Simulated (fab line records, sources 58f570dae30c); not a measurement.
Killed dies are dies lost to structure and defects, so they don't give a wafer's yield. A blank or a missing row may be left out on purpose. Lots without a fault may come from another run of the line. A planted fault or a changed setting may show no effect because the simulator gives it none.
Split-lot experiment | flow berkeley_cmos170 | 5 lots, 23 wafers read, on a route of 331 steps

THE SPLIT
At UCB170_NWELL_IMPLANT_14, the setting energy_kev was moved away from the recipe's 150 on 7 of the 23 wafers read, by +2.9% to +5.3%. The other wafers ran this setting at the recipe's value.

The reading is taken at the split's own step.

THE READING
implant.drp_nm (the simulator's own value, which no gauge read), in nm, at UCB170_NWELL_IMPLANT_14. The file gives no usual value for it.

wafer  | tool, chamber at the split | energy_kev as run | against the recipe | implant.drp_nm, nm | against lot-mates on the recipe
L076.2 | implanter-03, 0            | 150               | recipe             | 62.72              | -
L076.4 | implanter-03, 0            | 150               | recipe             | 62.72              | -
L076.6 | implanter-03, 0            | 150               | recipe             | 62.72              | -
L076.3 | implanter-03, 0            | 154.6             | +3.1%              | 64.17              | +1.45
L076.5 | implanter-03, 0            | 154.6             | +3.1%              | 64.17              | +1.45
L078.1 | implanter-03, 0            | 150               | recipe             | 62.72              | -
L078.2 | implanter-03, 0            | 150               | recipe             | 62.72              | -
L078.4 | implanter-03, 0            | 150               | recipe             | 62.72              | -
L078.3 | implanter-03, 0            | 157.9             | +5.3%              | 65.18              | +2.46
L078.5 | implanter-03, 0            | 157.9             | +5.3%              | 65.18              | +2.46
L080.1 | implanter-03, 0            | 154.3             | +2.9%              | 64.07              | +1.35
L080.3 | implanter-03, 0            | 154.3             | +2.9%              | 64.07              | +1.35
L080.4 | implanter-03, 0            | 154.3             | +2.9%              | 64.07              | +1.35
L080.2 | implanter-03, 0            | 150               | recipe             | 62.72              | -
L080.6 | implanter-03, 0            | 150               | recipe             | 62.72              | -
L081.2 | implanter-01, 0            | 150               | recipe             | 62.72              | -
L081.3 | implanter-01, 0            | 150               | recipe             | 62.72              | -
L081.4 | implanter-01, 0            | 150               | recipe             | 62.72              | -
L085.2 | implanter-03, 0            | 150               | recipe             | 62.72              | -
L085.3 | implanter-03, 0            | 150               | recipe             | 62.72              | -
L085.4 | implanter-03, 0            | 150               | recipe             | 62.72              | -
L085.5 | implanter-03, 0            | 150               | recipe             | 62.72              | -
L085.6 | implanter-03, 0            | 150               | recipe             | 62.72              | -

THE FIT
A straight line over all 23 wafers: implant.drp_nm changes by +0.469 nm for each +1% of energy_kev; r = +1.00; the points scatter about the line by 0.0051 nm.
The same after taking each lot's own level away (the mean of its wafers on the recipe; 23 wafers): +0.469 nm for each +1%; r = +1.00; scatter 0.0051 nm.
On that fit, the largest move of energy_kev shifts the reading by 2.5 nm.
The lots' own levels span 62.720 to 62.720 nm.
So the lot-to-lot level changes the slope little: the two slopes agree.
Check: with one of the wafers moved furthest among these (+5.3%) left out of the fit, the line predicts +2.47 nm for it against its lot-mates. It came out at +2.46 nm against them.

OTHER SPLITS ON THESE WAFERS
These wafers also went through other splits before the reading. Each is held against what the fit with the lots' levels taken away leaves over:
other split on the same wafers   | wafers away from the commonest value | r with implant.drp_nm (lot level and that fit taken away)
UCB170_START_OXIDATION_02 temp_c | 18                                   | -0.45
UCB170_NWELL_CVD_04 time_s       | 10                                   | -0.33

THE WHOLE CHAIN: every reading that the file lists as answering this split, in the file's order
step                    | what it does | reading                                                         | change (the file's fit)               | r (the file's)
UCB170_NWELL_IMPLANT_14 |              | implant.rp_nm (the simulator's own value, which no gauge read)  | +1.94 nm for each +1% of the setting  | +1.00
UCB170_NWELL_IMPLANT_14 |              | implant.drp_nm (the simulator's own value, which no gauge read) | +0.468 nm for each +1% of the setting | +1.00

THE FILE'S OWN FIT
implant.drp_nm changes by +0.468 nm for each +1% of energy_kev, r = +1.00.
